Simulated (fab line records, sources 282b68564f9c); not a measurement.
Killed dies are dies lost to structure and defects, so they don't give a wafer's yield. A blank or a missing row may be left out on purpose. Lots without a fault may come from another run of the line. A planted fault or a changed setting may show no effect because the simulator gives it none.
A struck lot beside a sound one | flow rit_cmos | 14 steps out of a route of 202
Sound: wafers L145.2, L145.3, L145.6. Struck: wafers L135.1, L135.4, L135.5. The cause comes at the end.
At each step with rows: each side's tool, then ch and its chambers, then its first start. Under that, the readings that differ: sound wafers | struck wafers | difference of the means | sigmas: that difference in standard deviations of wafers without a fault.
alike: readings whose means differ by less than 2 such deviations, and words and numbers that are the same on both sides. not compared: withheld readings, readings that some wafer has no value for, bounds like >300 that may hide the same value, and numbers for which the record gives no deviation and whose values overlap.
The two part at a step that has a row with sigmas, a row that says differs or no value, or rows on one side only. Numbers that don't overlap but have no deviation are shown without sigmas and don't part them. A reading that every wafer of one side lacks parts them only if that side has two wafers or more.

RIT_PLDD_TW_MEAS_10:
  sound on film_metro-03, day 7 14:15; struck on film_metro-02, day 5 07:49
  alike: PLDD_TW
then, 4 steps without rows for these wafers: RIT_SPACER_CLEAN_00 (cleans in SC1, time 600 s); RIT_SPACER_CLEAN_01 (cleans in dHF, time 28.53 s); RIT_SPACER_CLEAN_02 (cleans in SC2, time 600 s); RIT_SPACER_CVD_03 (deposits Si3N4 from SiH2Cl2/NH3, target thk 250 nm, time 3300 s).
RIT_SPACER_THK_MEAS_04:
  sound on film_metro-02, day 7 17:05; struck on film_metro-03, day 5 11:07
  alike: SPACER_NITRIDE_THK
RIT_SPACER_ETCHBACK_05: etches Si3N4 in SF6/CHF3, stops on SiO2, target depth 250 nm, time 240 s.
  sound on rie_diel-04 ch 0,2, day 7 17:08; struck on rie_diel-02 ch 1,2,3, day 5 11:10
  alike: drypump_motor_current_A, oes_product_au, throttle_valve_pct
  not compared: rf_hours_counter_h
then, 5 steps without rows for these wafers: RIT_NSD_HMDS_00 (prime time 60 s); RIT_NSD_COAT_01 (resist thk 1000 nm); RIT_NSD_SOFTBAKE_02 (time 60 s); RIT_NSD_EXPOSE_03 (exposes mask M9, target cd 40700 nm); RIT_NSD_PEB_04.
RIT_NSD_DEVELOP_05: develop time 50 s.
  sound on litho_track-02 ch 0, day 7 18:00; struck on litho_track-04, day 5 12:00
  no value came back on the struck wafers for chill_plate_temp_C (C), develop_time_s (s), resist_line_temp_C (C); on the sound wafers chill_plate_temp_C (C) reads 23.02 22.89 23.02
RIT_NSD_OVL_MEAS_06:
  sound on overlay-01, day 7 18:16; struck on overlay-01, day 5 12:18
  reading      | sound          | struck | difference                    | sigmas
  NSD_OVL (nm) | -3.3 -3.1 -2.8 | - - -  | no value on the struck wafers |

WHERE THEY PART
First at RIT_NSD_DEVELOP_05; last, within this record, at RIT_NSD_OVL_MEAS_06.

WHY: what the simulator had put in
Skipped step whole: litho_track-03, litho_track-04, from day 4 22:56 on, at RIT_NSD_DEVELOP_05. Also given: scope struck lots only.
